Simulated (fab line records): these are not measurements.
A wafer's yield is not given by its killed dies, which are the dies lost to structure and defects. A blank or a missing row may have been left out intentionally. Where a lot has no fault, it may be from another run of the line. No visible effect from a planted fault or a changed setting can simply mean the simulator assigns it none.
Chamber matching + flow berkeley_cmos170 + 4 sister chambers for UCB170_M2_ETCH_17 on rie_diel-01
The step etches BARC in N2/H2. 4 wafers are shown with their chamber, then 8 later ones without.

## WAFERS WITH THEIR CHAMBER
| wafer  | chamber | drypump_motor_current_A (A) |
|--------|---------|-----------------------------|
| L962.6 | 1       | 4.9                         |
| L965.1 | 3       | 6.3                         |
| L965.4 | 2       | 5.1                         |
| L967.2 | 0       | 6.5                         |

## WAFERS WITHOUT THEIR CHAMBER
| wafer  | drypump_motor_current_A (A) |
|--------|-----------------------------|
| L967.3 | 5.1                         |
| L967.4 | 5.1                         |
| L969.2 | 6.3                         |
| L969.3 | 5.1                         |
| L969.5 | 5.0                         |
| L968.2 | 6.5                         |
| L968.3 | 6.3                         |
| L968.5 | 6.3                         |

## THE CHAMBER EACH PASSED THROUGH
| wafer  | from the rows above     | in truth |
|--------|-------------------------|----------|
| L967.3 | 2                       | 2        |
| L967.4 | 2                       | 2        |
| L969.2 | 3                       | 3        |
| L969.3 | 2                       | 2        |
| L969.5 | can't be placed: 1 or 2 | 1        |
| L968.2 | 0                       | 0        |
| L968.3 | 3                       | 3        |
| L968.5 | 3                       | 3        |
Correctly placed: 7 of 8. Can't be placed from these rows: 1 (the true chamber is among the candidates in 1). Number placed wrongly: 0.
How it was worked out, from the rows above alone: a wafer's distance from a chamber is the root of the sum, over the readings, of the square of ((its reading less the chamber's mean) divided by the reading's scatter). The wafer belongs to the nearest chamber; if the next one is less than 2 further off, it can't be placed. For every chamber, the mean is computed from those of its wafers that are shown. The scatter: with one shown wafer a chamber, the root of the mean of the squares of how far each hidden wafer lies from its nearest shown one.
